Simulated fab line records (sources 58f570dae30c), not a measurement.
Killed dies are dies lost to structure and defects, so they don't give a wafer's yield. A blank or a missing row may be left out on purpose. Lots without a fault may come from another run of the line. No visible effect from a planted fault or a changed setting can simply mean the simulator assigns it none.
The same fault as seen by 2 desks ; flow berkeley-cmos170 ; each desk has only its own numbers; what lay behind them comes last

== THE TOOL OWNER'S DESK: litho-track-01 ==
The tool's own readings at UCB170_CONTACT_HMDS_03 (prime time 60 s): means of the sampled wafers that have a number, for each lot that ran on this tool. A lot is out of limits, marked OUT, if its mean lies more than 4 standard deviations from the usual mean; the brackets give that distance.
Columns: A = prime-temp-c at UCB170_CONTACT_HMDS_03, usual 100.00 C
lot;first seen here;A
L608;day 6 16:46;99.98
L606;day 6 19:27;99.96
L615;day 8 15:56;100.05
L618;day 8 21:21;100.11
L627;day 10 21:14;98.60 (-10) OUT
L625;day 11 01:08;98.35 (-12) OUT
This desk's verdict: out of limits on L625, L627, starting with L627 at day 10 21:14 (prime-temp-c at UCB170_CONTACT_HMDS_03). Within limits: L608, L606, L615, L618.

== METROLOGY DESK ==
Means of the sampled wafers that have a number, per lot and without regard to the tool the lot ran on: this is what the gauges read. A lot is out of limits, marked OUT, if its mean lies more than 4 standard deviations from the usual mean; the brackets give that distance.
Columns: A = NLDD_OVL at UCB170_NLDD_OVL_MEAS_07, usual -1 nm
lot;first seen here;A
L607;day 6 04:15;-2
L608;day 6 05:20;-6
L606;day 6 05:29;-2
L612;day 7 01:35;1
L611;day 7 02:16;1
L614;day 7 10:58;-1
L617;day 7 20:53;-3
L616;day 7 21:28;-1
L615;day 7 21:43;2
L618;day 8 07:01;-6
L619;day 8 07:08;-4
L622;day 9 15:56;-4
L627;day 10 08:45;-2
L625;day 10 08:56;-4
This desk's finding: nothing out of limits on any of the 14 lots.

== BROUGHT TOGETHER ==
The tool owner's desk could have raised an alarm at day 10 21:14, on L625, L627.
From the metrology desk's view, nothing was out of limits.
The metrology desk holds a record of L625, L627, inside its limits.
Of the lots named, all ran UCB170_CONTACT_HMDS_03 on litho-track-01.

== WHAT HAD BEEN PUT IN BY THE SIMULATOR ==
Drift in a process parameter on litho-track-01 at UCB170_CONTACT_HMDS_03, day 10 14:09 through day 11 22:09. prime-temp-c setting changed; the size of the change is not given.
Lots struck among those shown: L625, L627.
How many hours passed from the start of the fault until each desk's first out-of-limits reading: the tool owner's desk, 7.
